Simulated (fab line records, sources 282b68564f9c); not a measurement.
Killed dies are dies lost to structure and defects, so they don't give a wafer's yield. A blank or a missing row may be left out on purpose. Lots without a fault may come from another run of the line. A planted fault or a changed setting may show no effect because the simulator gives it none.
Which tool did it? | flow rit_cmos | 14 lots, 42 wafers sampled, at 2 steps of a route of 202

WHAT THE GAUGES READ, wafer by wafer
The record holds no reading of a measuring or inspecting step that can be judged against a usual standard deviation.

WHICH TOOL RAN EACH LOT (tool, then ch and the chambers of the sampled wafers, then the start)
lot  | RIT_CONTACT_STRIP_12                | RIT_M1_PROBE_99
L934 | plasma_asher-04 ch 0,1, day 3 09:39 | prober-02, day 3 14:24
L935 | plasma_asher-04 ch 0,1, day 3 13:48 | prober-01, day 3 18:32
L936 | plasma_asher-03 ch 0,1, day 3 20:30 | prober-02, day 4 01:25
L937 | plasma_asher-02 ch 0, day 4 04:04   | prober-01, day 4 08:49
L939 | plasma_asher-02 ch 0,1, day 4 12:13 | prober-02, day 4 17:05
L938 | plasma_asher-04 ch 0,1, day 4 13:44 | prober-01, day 4 18:41
L940 | plasma_asher-04 ch 0,1, day 4 15:28 | prober-02, day 4 20:17
L941 | plasma_asher-02 ch 0,1, day 4 22:19 | prober-01, day 5 03:09
L943 | plasma_asher-04 ch 0,1, day 5 09:50 | prober-01, day 5 14:38
L945 | plasma_asher-03 ch 0,1, day 5 16:43 | prober-01, day 5 21:31
L948 | plasma_asher-04 ch 0,1, day 6 07:07 | prober-02, day 6 12:10
L949 | plasma_asher-04 ch 0,1, day 6 11:26 | prober-01, day 6 16:23
L955 | plasma_asher-02 ch 1, day 7 17:33   | prober-01, day 7 22:16
L957 | plasma_asher-02 ch 0,1, day 8 02:26 | prober-01, day 8 07:22
- RIT_CONTACT_STRIP_12: strips in O2, time 180 s.
- RIT_M1_PROBE_99

WHAT THE TOOLS THEMSELVES READ (means of the sampled wafers that have a number; where no wafer has one, the mark that the record gives instead)
RIT_CONTACT_STRIP_12. Usual: drypump_motor_current_A 5.6 A, standard deviation 0.34.
lot  | tool            | drypump_motor_current_A (A) | flag
L934 | plasma_asher-04 | 5.2                         |
L935 | plasma_asher-04 | 5.2                         |
L936 | plasma_asher-03 | 5.9                         |
L937 | plasma_asher-02 | 5.7                         |
L939 | plasma_asher-02 | 5.8                         |
L938 | plasma_asher-04 | 5.3                         |
L940 | plasma_asher-04 | 5.3                         |
L941 | plasma_asher-02 | 5.8                         |
L943 | plasma_asher-04 | 5.2                         |
L945 | plasma_asher-03 | 5.9                         |
L948 | plasma_asher-04 | 5.3                         |
L949 | plasma_asher-04 | 5.4                         |
L955 | plasma_asher-02 | 5.9                         |
L957 | plasma_asher-02 | 5.8                         |

RIT_M1_PROBE_99. Usual: killed_at_contacts 0.1, standard deviation 0.31; killed_at_front_end 8, standard deviation 3.1; killed_dies 8, standard deviation 3.2; killed_on_rim 2.1, standard deviation 1.6; killed_open 3.9, standard deviation 2.2; killed_short 3.8, standard deviation 2.1.
lot  | tool      | killed_at_contacts | killed_at_front_end | killed_dies | killed_on_rim | killed_open | killed_short | flag
L934 | prober-02 | 0.0                | 11                  | 11          | 4.0           | 5.3         | 5.3          |
L935 | prober-01 | 0.0                | 4                   | 4           | 1.3           | 2.3         | 2.0          |
L936 | prober-02 | 0.0                | 9                   | 9           | 2.7           | 4.0         | 5.0          |
L937 | prober-01 | 0.0                | 6                   | 6           | 2.0           | 3.3         | 2.7          |
L939 | prober-02 | 0.3                | 6                   | 7           | 1.3           | 4.0         | 2.7          |
L938 | prober-01 | 0.0                | 8                   | 8           | 2.7           | 4.0         | 3.7          |
L940 | prober-02 | 0.3                | 9                   | 9           | 3.7           | 4.0         | 5.3          |
L941 | prober-01 | 0.0                | 4                   | 4           | 0.3           | 2.0         | 2.3          |
L943 | prober-01 | 0.3                | 9                   | 9           | 1.7           | 4.3         | 5.0          |
L945 | prober-01 | 0.0                | 7                   | 7           | 1.3           | 4.0         | 3.3          |
L948 | prober-02 | 7.0                | 7                   | 14          | 3.7           | 4.0         | 2.7          | OFF
L949 | prober-01 | 8.3                | 6                   | 14          | 2.7           | 2.3         | 3.3          | OFF
L955 | prober-01 | 0.0                | 11                  | 11          | 4.0           | 6.7         | 4.0          |
L957 | prober-01 | 0.0                | 7                   | 7           | 2.0           | 3.0         | 4.0          |

THE ANSWER, worked out from the rows above alone
Rule: a lot is off if the mean of its wafers that have a number lies more than 3 standard deviations from the usual mean. A lot without any number at a reading at which 4 lots or more have one is off too. The other lots that the step has rows for count as sound. The gauges are gone through in route order, then the tools' own readings, and for those a lot's mean is taken as printed above. The first step at which some lot is off is used, and at that step the reading that is off furthest; a lot without a number counts as furthest.
Off: L948, L949, at RIT_M1_PROBE_99 (killed_at_contacts).
A tool fits if, at that step or a process step before it, it ran every lot that is off, and no sound lot after the first of them. One fits: plasma_asher-04 at RIT_CONTACT_STRIP_12. Its last sound lot is L943 (day 5 09:50), its first lot that is off L948 (day 6 07:07): a fault that began between those two fits.

WHAT THE SIMULATOR HAD PUT IN
Chamber particle source: plasma_asher-04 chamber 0, from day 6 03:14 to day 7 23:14, at RIT_CONTACT_STRIP_12. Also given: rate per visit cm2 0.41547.
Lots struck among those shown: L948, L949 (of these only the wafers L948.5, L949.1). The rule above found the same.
